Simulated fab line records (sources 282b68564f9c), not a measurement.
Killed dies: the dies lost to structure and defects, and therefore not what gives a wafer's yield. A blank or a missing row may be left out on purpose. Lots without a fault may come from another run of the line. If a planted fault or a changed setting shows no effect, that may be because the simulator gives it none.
A sampling plan put to the test | flow ritCmos | each of the 43 faults these records tell of, on one fab line, judged from the records of the lots it struck
Plan = the line's own looks (route steps where a gauge or an inspection reads the wafer without altering it). Where struck wafers have a number at a look and the file lists that look's usual mean and standard deviation on fault-free wafers, the look can be judged. Caught: the struck wafers' mean, at a look after the fault's first step, is 4 or more of those standard deviations (sigma) away from the usual mean. On the tool: the test repeated on the tool's own readings taken at the fault's steps. If the struck wafers alone have a blank record, or they carry another recipe, that too counts as caught.

## THE FAULTS, as the simulator had put them in
1. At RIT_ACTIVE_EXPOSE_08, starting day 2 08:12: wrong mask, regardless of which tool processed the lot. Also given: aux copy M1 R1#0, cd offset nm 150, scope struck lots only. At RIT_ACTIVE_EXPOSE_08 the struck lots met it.
2. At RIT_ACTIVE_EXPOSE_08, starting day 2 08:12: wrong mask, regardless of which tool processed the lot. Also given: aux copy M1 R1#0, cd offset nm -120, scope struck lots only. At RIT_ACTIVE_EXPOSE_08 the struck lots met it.
3. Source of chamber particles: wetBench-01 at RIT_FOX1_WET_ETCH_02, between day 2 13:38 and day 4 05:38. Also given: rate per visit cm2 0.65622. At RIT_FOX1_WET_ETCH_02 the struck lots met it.
4. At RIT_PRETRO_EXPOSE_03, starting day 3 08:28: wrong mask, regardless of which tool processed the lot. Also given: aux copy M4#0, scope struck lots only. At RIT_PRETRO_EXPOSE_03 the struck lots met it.
5. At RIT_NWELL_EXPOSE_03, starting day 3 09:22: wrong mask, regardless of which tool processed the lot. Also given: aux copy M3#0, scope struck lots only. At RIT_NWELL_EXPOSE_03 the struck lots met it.
6. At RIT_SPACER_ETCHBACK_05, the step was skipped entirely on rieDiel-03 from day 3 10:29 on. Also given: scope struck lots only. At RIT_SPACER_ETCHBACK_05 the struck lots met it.
7. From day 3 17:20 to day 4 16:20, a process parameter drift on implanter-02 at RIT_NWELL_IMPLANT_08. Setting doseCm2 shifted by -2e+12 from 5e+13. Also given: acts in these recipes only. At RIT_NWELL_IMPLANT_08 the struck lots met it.
8. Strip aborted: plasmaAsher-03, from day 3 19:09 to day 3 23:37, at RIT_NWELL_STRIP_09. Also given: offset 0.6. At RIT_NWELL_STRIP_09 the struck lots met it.
9. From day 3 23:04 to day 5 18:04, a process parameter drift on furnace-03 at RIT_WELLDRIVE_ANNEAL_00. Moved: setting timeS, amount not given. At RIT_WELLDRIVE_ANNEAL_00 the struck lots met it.
10. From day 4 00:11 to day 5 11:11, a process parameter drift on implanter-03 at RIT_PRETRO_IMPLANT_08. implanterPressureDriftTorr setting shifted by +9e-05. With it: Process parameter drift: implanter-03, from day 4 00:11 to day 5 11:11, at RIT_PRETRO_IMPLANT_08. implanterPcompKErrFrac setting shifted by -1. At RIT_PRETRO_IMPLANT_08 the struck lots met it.
11. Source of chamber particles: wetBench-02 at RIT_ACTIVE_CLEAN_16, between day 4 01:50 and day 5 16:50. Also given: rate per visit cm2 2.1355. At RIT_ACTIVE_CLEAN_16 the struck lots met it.
12. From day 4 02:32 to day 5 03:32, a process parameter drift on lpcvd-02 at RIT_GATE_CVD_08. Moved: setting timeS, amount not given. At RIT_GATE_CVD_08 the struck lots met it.
13. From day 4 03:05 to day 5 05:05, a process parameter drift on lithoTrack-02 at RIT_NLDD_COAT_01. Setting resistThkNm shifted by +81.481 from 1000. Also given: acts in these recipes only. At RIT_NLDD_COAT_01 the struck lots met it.
14. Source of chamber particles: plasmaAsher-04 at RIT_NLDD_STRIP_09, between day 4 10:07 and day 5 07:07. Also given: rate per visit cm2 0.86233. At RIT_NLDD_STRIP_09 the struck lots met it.
15. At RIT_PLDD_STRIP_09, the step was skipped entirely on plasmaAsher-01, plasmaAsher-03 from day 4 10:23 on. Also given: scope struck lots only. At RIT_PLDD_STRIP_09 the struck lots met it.
16. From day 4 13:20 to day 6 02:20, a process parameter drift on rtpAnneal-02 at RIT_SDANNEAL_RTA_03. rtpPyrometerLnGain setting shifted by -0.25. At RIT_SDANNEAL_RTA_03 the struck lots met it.
17. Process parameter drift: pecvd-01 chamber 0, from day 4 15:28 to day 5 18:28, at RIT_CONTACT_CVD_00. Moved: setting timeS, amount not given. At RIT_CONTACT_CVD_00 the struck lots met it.
18. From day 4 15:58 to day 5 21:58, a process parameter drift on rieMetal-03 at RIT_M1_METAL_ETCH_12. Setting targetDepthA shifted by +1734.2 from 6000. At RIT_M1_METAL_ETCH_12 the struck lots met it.
19. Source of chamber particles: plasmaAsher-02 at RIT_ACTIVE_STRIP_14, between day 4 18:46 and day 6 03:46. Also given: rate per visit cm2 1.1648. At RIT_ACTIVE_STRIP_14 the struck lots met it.
20. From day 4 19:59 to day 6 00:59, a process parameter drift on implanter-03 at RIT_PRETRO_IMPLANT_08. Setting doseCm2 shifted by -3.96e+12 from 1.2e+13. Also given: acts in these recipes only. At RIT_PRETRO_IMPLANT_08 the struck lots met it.
21. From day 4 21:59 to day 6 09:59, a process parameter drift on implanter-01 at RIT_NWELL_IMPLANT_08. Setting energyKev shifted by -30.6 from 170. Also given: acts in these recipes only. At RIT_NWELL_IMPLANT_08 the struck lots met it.
22. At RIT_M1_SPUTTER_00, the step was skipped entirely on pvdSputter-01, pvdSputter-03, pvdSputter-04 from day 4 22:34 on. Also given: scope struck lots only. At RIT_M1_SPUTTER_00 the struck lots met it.
23. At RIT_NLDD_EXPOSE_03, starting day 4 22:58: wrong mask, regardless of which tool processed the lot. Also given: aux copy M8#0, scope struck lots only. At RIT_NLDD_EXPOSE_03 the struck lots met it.
24. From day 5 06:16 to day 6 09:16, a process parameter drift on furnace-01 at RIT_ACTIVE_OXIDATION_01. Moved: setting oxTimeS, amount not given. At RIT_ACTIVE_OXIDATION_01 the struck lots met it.
25. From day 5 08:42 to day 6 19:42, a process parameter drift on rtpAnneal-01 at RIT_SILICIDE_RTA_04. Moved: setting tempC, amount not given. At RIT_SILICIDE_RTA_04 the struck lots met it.
26. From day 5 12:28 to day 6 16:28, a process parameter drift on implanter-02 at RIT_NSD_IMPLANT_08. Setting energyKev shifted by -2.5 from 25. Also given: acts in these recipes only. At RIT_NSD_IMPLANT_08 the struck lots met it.
27. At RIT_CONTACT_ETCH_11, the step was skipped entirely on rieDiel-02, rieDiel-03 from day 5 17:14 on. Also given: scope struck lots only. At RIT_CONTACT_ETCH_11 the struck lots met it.
28. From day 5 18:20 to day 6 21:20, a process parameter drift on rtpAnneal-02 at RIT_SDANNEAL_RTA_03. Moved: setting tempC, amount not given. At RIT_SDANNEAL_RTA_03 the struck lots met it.
29. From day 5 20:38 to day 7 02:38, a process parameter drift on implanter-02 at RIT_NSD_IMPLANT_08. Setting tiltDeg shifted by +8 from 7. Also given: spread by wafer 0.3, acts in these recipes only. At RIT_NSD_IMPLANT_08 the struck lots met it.
30. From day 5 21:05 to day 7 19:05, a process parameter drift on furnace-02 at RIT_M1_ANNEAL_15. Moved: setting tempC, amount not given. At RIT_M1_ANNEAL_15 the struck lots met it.
31. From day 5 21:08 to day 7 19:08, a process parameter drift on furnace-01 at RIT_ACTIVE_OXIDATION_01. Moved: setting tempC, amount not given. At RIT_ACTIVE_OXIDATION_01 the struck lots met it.
32. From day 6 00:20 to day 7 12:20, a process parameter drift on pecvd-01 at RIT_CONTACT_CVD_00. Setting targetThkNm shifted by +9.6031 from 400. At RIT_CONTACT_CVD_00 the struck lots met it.
33. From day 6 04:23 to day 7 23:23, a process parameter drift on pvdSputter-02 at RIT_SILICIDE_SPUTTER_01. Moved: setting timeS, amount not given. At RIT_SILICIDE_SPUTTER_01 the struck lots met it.
34. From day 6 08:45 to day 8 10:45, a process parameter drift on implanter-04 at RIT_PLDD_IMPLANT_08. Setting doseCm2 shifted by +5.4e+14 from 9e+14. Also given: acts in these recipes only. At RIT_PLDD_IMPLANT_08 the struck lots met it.
35. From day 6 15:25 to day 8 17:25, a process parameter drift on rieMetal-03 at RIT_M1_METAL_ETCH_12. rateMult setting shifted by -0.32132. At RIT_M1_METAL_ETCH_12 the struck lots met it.
36. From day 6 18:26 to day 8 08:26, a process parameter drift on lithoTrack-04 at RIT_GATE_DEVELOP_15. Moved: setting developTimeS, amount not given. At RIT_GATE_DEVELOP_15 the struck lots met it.
37. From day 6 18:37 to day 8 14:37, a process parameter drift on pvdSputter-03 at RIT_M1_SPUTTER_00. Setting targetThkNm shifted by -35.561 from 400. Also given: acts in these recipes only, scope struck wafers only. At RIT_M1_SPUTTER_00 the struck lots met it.
38. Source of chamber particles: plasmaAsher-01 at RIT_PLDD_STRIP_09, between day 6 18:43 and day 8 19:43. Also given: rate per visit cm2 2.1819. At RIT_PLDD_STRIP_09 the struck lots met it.
39. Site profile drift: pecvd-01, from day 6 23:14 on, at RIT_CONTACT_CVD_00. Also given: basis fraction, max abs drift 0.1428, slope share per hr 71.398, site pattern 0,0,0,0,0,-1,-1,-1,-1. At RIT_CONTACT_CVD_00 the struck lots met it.
40. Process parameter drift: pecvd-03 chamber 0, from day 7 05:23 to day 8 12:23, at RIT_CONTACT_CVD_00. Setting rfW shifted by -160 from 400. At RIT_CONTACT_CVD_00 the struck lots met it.
41. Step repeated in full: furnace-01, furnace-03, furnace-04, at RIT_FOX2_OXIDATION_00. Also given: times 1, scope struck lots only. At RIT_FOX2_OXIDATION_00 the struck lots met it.
42. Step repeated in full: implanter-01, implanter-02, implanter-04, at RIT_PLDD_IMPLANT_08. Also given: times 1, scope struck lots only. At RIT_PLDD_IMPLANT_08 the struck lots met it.
43. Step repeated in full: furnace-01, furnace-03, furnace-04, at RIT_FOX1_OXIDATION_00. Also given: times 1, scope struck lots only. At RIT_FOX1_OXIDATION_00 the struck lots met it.

## WHAT THE PLAN SAW
fault | on the tool itself                               | first look that catches it                      | reading, sigma                                    | median hours from its first step to that look | hours from the fault's start to the first struck lot there | judged looks passed uncaught
1     | no reading that can be judged                    | RIT_ACTIVE_CD_MEAS_11                           | cdNm +66                                          | 0.4                                           | 2                                                          | 0
2     | under 2 sigma                                    | RIT_ACTIVE_CD_MEAS_11                           | cdNm -55                                          | 0.4                                           | 2                                                          | 0
3     | no reading that can be judged                    | no look after it can be judged                  | -                                                 | -                                             | -                                                          | 0
4     | no reading that can be judged                    | RIT_PRETRO_TW_MEAS_10                           | PRETRO_TW -98                                     | 1.0                                           | 3                                                          | 0
5     | no reading that can be judged                    | RIT_NWELL_TW_MEAS_10                            | NWELL_TW -70                                      | 1.0                                           | 2                                                          | 0
6     | the tool's record is blank for the struck wafers | no look after it can be judged                  | -                                                 | -                                             | -                                                          | 0
7     | doseIonsCm2 -34 sigma                            | RIT_WELLDRIVE_RS_MEAS_01                        | NWELL_RS +10                                      | 7.7                                           | 13                                                         | 0
8     | runLengthS -99 or beyond sigma                   | RIT_NRETRO_TW_MEAS_10                           | NRETRO_TW -99 or beyond                           | 8.9                                           | 13                                                         | 0
9     | runLengthS +99 or beyond sigma                   | RIT_WELLDRIVE_RS_MEAS_01                        | NWELL_RS -20                                      | 5.1                                           | 11                                                         | 0
10    | endStationPressureTorr +99 or beyond sigma       | RIT_PRETRO_TW_MEAS_10                           | PRETRO_TW +6.7                                    | 0.3                                           | 2                                                          | 0
11    | no reading that can be judged                    | no look after it can be judged                  | -                                                 | -                                             | -                                                          | 0
12    | under 2 sigma                                    | RIT_GATE_THK_MEAS_09                            | GATE_POLY_THK +11                                 | 1.6                                           | 0                                                          | 0
13    | under 2 sigma                                    | not the one look that can be judged after it    | -                                                 | -                                             | -                                                          | 1
14    | under 2 sigma                                    | no look after it can be judged                  | -                                                 | -                                             | -                                                          | 0
15    | the tool's record is blank for the struck wafers | no look after it can be judged                  | -                                                 | -                                             | -                                                          | 0
16    | under 2 sigma                                    | RIT_SDANNEAL_RS_MEAS_04                         | PSD_RS -67                                        | 0.1                                           | 5                                                          | 0
17    | runLengthS -9.5 sigma                            | RIT_CONTACT_THK_MEAS_01                         | CONTACT_TEOS_THK -5.5                             | 0.1                                           | 6                                                          | 0
18    | oesProductAu -8.9 sigma                          | not the one look that can be judged after it    | strongest: cdNm at RIT_M1_CD_MEAS_90, -3.5        | -                                             | -                                                          | 1
19    | under 2 sigma                                    | no look after it can be judged                  | -                                                 | -                                             | -                                                          | 0
20    | doseIonsCm2 -99 or beyond sigma                  | RIT_PRETRO_TW_MEAS_10                           | PRETRO_TW -12                                     | 0.3                                           | 4                                                          | 0
21    | beamEnergyKeV -99 or beyond sigma                | none of the 2 looks that can be judged after it | strongest: NWELL_TW at RIT_NWELL_TW_MEAS_10, -3.0 | -                                             | -                                                          | 2
22    | the tool's record is blank for the struck wafers | no look after it can be judged                  | -                                                 | -                                             | -                                                          | 0
23    | no reading that can be judged                    | RIT_NLDD_TW_MEAS_10                             | NLDD_TW -99 or beyond                             | 0.9                                           | 3                                                          | 0
24    | under 2 sigma                                    | RIT_ACTIVE_THK_MEAS_02                          | ACTIVE_OXIDE_THK +4.4                             | 1.9                                           | 8                                                          | 0
25    | under 2 sigma                                    | none of the 8 looks that can be judged after it | -                                                 | -                                             | -                                                          | 8
26    | beamEnergyKeV -99 or beyond sigma                | RIT_SDANNEAL_RS_MEAS_05                         | NSD_RS +4.6                                       | 2.6                                           | 7                                                          | 1
27    | the tool's record is blank for the struck wafers | no look after it can be judged                  | -                                                 | -                                             | -                                                          | 0
28    | wafer_temp_C_max +30 sigma                       | RIT_SDANNEAL_RS_MEAS_04                         | PSD_RS -75                                        | 0.1                                           | 8                                                          | 0
29    | no reading that can be judged                    | no look after it can be judged                  | -                                                 | -                                             | -                                                          | 0
30    | tubeCenterTempC -99 or beyond sigma              | not the one look that can be judged after it    | -                                                 | -                                             | -                                                          | 1
31    | tubeCenterTempC -99 or beyond sigma              | RIT_ACTIVE_THK_MEAS_02                          | ACTIVE_OXIDE_THK -14                              | 1.9                                           | 8                                                          | 0
32    | under 2 sigma                                    | none of the 8 looks that can be judged after it | -                                                 | -                                             | -                                                          | 8
33    | under 2 sigma                                    | RIT_SILICIDE_RS_MEAS_02                         | SILICIDE_TI_RS +17                                | 0.2                                           | 9                                                          | 0
34    | doseIonsCm2 +99 or beyond sigma                  | RIT_PLDD_TW_MEAS_10                             | PLDD_TW +14                                       | 0.3                                           | 3                                                          | 0
35    | under 2 sigma                                    | not the one look that can be judged after it    | strongest: cdNm at RIT_M1_CD_MEAS_90, +3.6        | -                                             | -                                                          | 1
36    | no reading that can be judged                    | no look after it can be judged                  | -                                                 | -                                             | -                                                          | 0
37    | under 2 sigma                                    | RIT_M1_RS_MEAS_01                               | M1_AL_RS +9.4                                     | 0.3                                           | 3                                                          | 0
38    | under 2 sigma                                    | no look after it can be judged                  | -                                                 | -                                             | -                                                          | 0
39    | under 2 sigma                                    | RIT_CONTACT_THK_MEAS_01                         | CONTACT_TEOS_THK -5.0                             | 0.1                                           | 10                                                         | 0
40    | rfFwdPowerW -88 sigma                            | RIT_CONTACT_THK_MEAS_01                         | CONTACT_TEOS_THK -8.9                             | 0.1                                           | 25                                                         | 0
41    | under 2 sigma                                    | RIT_FOX2_THK_MEAS_01                            | FOX2_OXIDE_THK +25                                | 3.4                                           | -                                                          | 0
42    | under 2 sigma                                    | RIT_PLDD_TW_MEAS_10                             | PLDD_TW +19                                       | 0.6                                           | -                                                          | 0
43    | under 2 sigma                                    | RIT_FOX1_THK_MEAS_01                            | FOX1_OXIDE_THK +29                                | 2.8                                           | -                                                          | 0
A dash: this means the fault isn't caught or the number doesn't appear in these records.

Caught at a look: 25 of 43. Caught on the tool: 18 of 43. By one or the other: 32 of 43.
Faults caught by the tool alone: 6, 15, 18, 21, 22, 27, 30.
Caught at a look alone: faults 1, 2, 4, 5, 12, 16, 23, 24, 33, 37, 39, 41, 42, 43.
Caught by neither: faults 3, 11, 13, 14, 19, 25, 29, 32, 35, 36, 38.

## THINNER SAMPLING
Were the look that catches a fault to measure just every second or every third lot (counted by lot number), the first struck lot would, at worst, be measured this late:
fault | struck lots at that look, in order of time | every lot | every second lot | every third lot
1     | L255                                       | 2 h       | may miss it      | may miss it
2     | L942                                       | 2 h       | may miss it      | may miss it
4     | L583                                       | 3 h       | may miss it      | may miss it
5     | L684                                       | 2 h       | may miss it      | may miss it
7     | L383, L384                                 | 13 h      | 17 h             | may miss all 2
8     | L824                                       | 13 h      | may miss it      | may miss it
9     | L863, L867                                 | 11 h      | may miss all 2   | may miss all 2
10    | L161, L162, L164                           | 2 h       | 10 h             | may miss all 3
12    | L157, L158, L159, L161                     | 0 h       | 3 h              | 13 h
16    | L879, L881, L883                           | 5 h       | may miss all 3   | 21 h
17    | L930                                       | 6 h       | may miss it      | may miss it
20    | L472, L473                                 | 4 h       | 9 h              | may miss all 2
23    | L969                                       | 3 h       | may miss it      | may miss it
24    | L297, L298                                 | 8 h       | 11 h             | may miss all 2
26    | L433, L434, L437                           | 7 h       | 14 h             | may miss all 3
28    | L477, L479                                 | 8 h       | may miss all 2   | may miss all 2
31    | L541, L542                                 | 8 h       | 14 h             | may miss all 2
33    | L498, L500                                 | 9 h       | may miss all 2   | may miss all 2
34    | L588, L589                                 | 3 h       | 17 h             | may miss all 2
37    | L222, L224                                 | 3 h       | may miss all 2   | may miss all 2
39    | L249, L253                                 | 10 h      | may miss all 2   | may miss all 2
40    | L882                                       | 25 h      | may miss it      | may miss it
Hours: fault start to first struck lot measured. 4 sigma limit: tested on the pooled struck wafers, so a lone lot may be under it. Other struck lots may not be in these records.

## THE LONGEST TIMED WAY FROM STEP TO LOOK
In fault 8, a median of 8.9 hours elapses between RIT_NWELL_STRIP_09 and RIT_NRETRO_TW_MEAS_10. No look between them can be judged.
